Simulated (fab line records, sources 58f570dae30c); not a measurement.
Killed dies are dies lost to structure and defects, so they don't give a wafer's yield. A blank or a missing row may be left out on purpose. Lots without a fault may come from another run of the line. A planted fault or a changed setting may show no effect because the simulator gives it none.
Split-lot experiment | flow berkeley_cmos170 | 5 lots, 23 wafers read, on a route of 331 steps

THE SPLIT
At UCB170_PWELL_CVD_05 (deposits Si3N4 from SiH2Cl2/NH3, target thk 220 nm, time 3300 s), the setting sih2cl2_flow_sccm was moved away from the recipe's 25 sccm on 15 of the 23 wafers read, by -6.8% to +10.9%. The other wafers ran this setting at the recipe's value.

The reading is taken at the split's own step.

THE READING
Si3N4_of_PWELL_CVD_05.thk_nm (the simulator's own value, which no gauge read), in nm, at UCB170_PWELL_CVD_05 (deposits Si3N4 from SiH2Cl2/NH3, target thk 220 nm, time 3300 s). The file gives no usual value for it. The 8 wafers here that ran the recipe average 219.3 nm, standard deviation 1.6 nm.

wafer  | tool, chamber at the split | sih2cl2_flow_sccm as run, sccm | against the recipe | Si3N4_of_PWELL_CVD_05.thk_nm, nm | against lot-mates on the recipe
L075.2 | -, -                       | 27.72                          | +10.9%             | 222.1                            | no lot-mate on the recipe
L075.3 | -, -                       | 27.72                          | +10.9%             | 225.8                            | no lot-mate on the recipe
L075.4 | -, -                       | 27.72                          | +10.9%             | 223.8                            | no lot-mate on the recipe
L075.5 | -, -                       | 27.72                          | +10.9%             | 223.6                            | no lot-mate on the recipe
L075.6 | -, -                       | 27.72                          | +10.9%             | 223.9                            | no lot-mate on the recipe
L077.1 | -, -                       | 25                             | recipe             | 219                              | -
L077.2 | -, -                       | 25                             | recipe             | 219                              | -
L077.3 | -, -                       | 25                             | recipe             | 217.9                            | -
L077.4 | -, -                       | 25                             | recipe             | 217.1                            | -
L077.6 | -, -                       | 25                             | recipe             | 217.8                            | -
L078.2 | -, -                       | 26.32                          | +5.3%              | 219.2                            | no lot-mate on the recipe
L078.3 | -, -                       | 26.32                          | +5.3%              | 220.3                            | no lot-mate on the recipe
L078.4 | -, -                       | 26.32                          | +5.3%              | 218.3                            | no lot-mate on the recipe
L078.6 | -, -                       | 26.32                          | +5.3%              | 218.3                            | no lot-mate on the recipe
L078.5 | -, -                       | 26.32                          | +5.3%              | 217.6                            | no lot-mate on the recipe
L080.1 | -, -                       | 23.31                          | -6.8%              | 211.4                            | no lot-mate on the recipe
L080.2 | -, -                       | 23.31                          | -6.8%              | 214.2                            | no lot-mate on the recipe
L080.3 | -, -                       | 23.31                          | -6.8%              | 212.7                            | no lot-mate on the recipe
L080.4 | -, -                       | 23.31                          | -6.8%              | 215.2                            | no lot-mate on the recipe
L080.6 | -, -                       | 23.31                          | -6.8%              | 212.9                            | no lot-mate on the recipe
L082.3 | lpcvd-02, 1                | 25                             | recipe             | 220.7                            | -
L082.6 | lpcvd-02, 1                | 25                             | recipe             | 220.7                            | -
L082.5 | lpcvd-02, 1                | 25                             | recipe             | 222                              | -

THE FIT
A straight line over all 23 wafers: Si3N4_of_PWELL_CVD_05.thk_nm changes by +0.529 nm for each +1% of sih2cl2_flow_sccm; r = +0.87; the points scatter about the line by 1.9 nm.
Too few moved wafers have a lot-mate on the recipe to fit a line with each lot's own level taken away.

THE FILE'S OWN FIT
Si3N4_of_PWELL_CVD_05.thk_nm changes by +0.53 nm for each +1% of sih2cl2_flow_sccm, r = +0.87.
